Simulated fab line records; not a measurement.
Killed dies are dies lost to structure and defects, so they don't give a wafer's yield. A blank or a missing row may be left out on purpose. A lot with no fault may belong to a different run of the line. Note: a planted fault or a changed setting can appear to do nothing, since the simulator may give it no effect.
2 desks looking at one fault ; flow berkeley-cmos170 ; what lay behind the numbers comes last; until then each desk has only its own

## THE METROLOGY DESK
What the gauges read for every lot (on any tool): the sampled wafers with a number, averaged. Marked OUT: a lot whose mean sits more than 4 standard deviations from the usual mean, which makes it out of limits; the brackets give that distance.
Columns: A = NWELL_OXIDE_THK at UCB170_NWELL_THK_MEAS_02, usual 26.4 nm; B = NWELL_NITRIDE_THK at UCB170_NWELL_THK_MEAS_05, usual 224.3 nm; C = ACTIVE_OXIDE_THK at UCB170_ACTIVE_THK_MEAS_03, usual 26.0 nm; D = NVT_TW at UCB170_NVT_TW_MEAS_09, usual 524
lot;first seen here;A;B;C;D
L455;day 1 21:35;26.5;228.9;25.9;520
L460;day 2 20:52;25.8;225.3;26.1;590 (+15) OUT
L461;day 2 23:43;26.1;226.2;26.6;584 (+13) OUT
L463;day 3 14:43;26.6;226.8;25.9;516
L464;day 3 17:27;25.8;225.5;26.4;528
L465;day 3 23:43;26.1;225.1;26.1;525
L468;day 4 12:54;25.8;223.8;26.1;520
L470;day 5 03:34;26.5;223.2;25.9;522
L473;day 5 13:52;26.0;227.0;26.6;525
L474;day 5 19:35;26.4;222.2;25.5;524
L475;day 6 02:43;26.6;222.1;25.4;521
L476;day 6 08:54;26.8;225.0;25.1;535
L477;day 6 13:01;26.7;222.0;25.7;522
L478;day 6 21:00;26.6;224.2;26.1;530
This desk finds L460, L461 out of limits, with the earliest case on L461 at day 6 05:02 (NVT_TW at UCB170_NVT_TW_MEAS_09). L455, L463, L464, L465, L468, L470, L473, L474, L475, L476, L477, L478: within limits.

## DESK OF THE TOOL OWNER: implanter-04
For each lot that ran on this tool, the mean over its sampled wafers that have a number, from the tool's own readings at UCB170_NVT_IMPLANT_07. Marked OUT: a lot whose mean sits more than 4 standard deviations from the usual mean, which makes it out of limits; the brackets give that distance.
Columns: A = dose-ions-cm2 at UCB170_NVT_IMPLANT_07, usual 3e+12; B = faraday-current-uA at UCB170_NVT_IMPLANT_07, usual 9.51
lot;first seen here;A;B
L455;day 5 08:28;3e+12;9.58
L461;day 6 04:50;4e+12 (+99 or more) OUT;13.24 (+19) OUT
L460;day 6 17:47;4e+12 (+99 or more) OUT;13.54 (+20) OUT
L474;day 9 16:17;3e+12;9.52
This desk finds L460, L461 out of limits, L461 being first, at day 6 04:50 (dose-ions-cm2 at UCB170_NVT_IMPLANT_07). L455, L474: within limits.

## TAKEN TOGETHER
At day 6 04:50, on L460, L461, the tool owner's desk was in a position to raise an alarm.
On L460, L461, the metrology desk was in a position to raise an alarm at day 6 05:02.
Of the lots named, all ran UCB170_NVT_IMPLANT_07 on implanter-04.

## WHAT THE SIMULATOR HAD PUT IN
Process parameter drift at UCB170_NVT_IMPLANT_07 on implanter-04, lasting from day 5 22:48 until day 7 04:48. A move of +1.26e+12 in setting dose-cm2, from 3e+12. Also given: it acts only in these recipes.
Lots struck among those shown: L460, L461.
Fault start to first reading out of limits, in hours, per desk: tool owner, 6; metrology, 6.
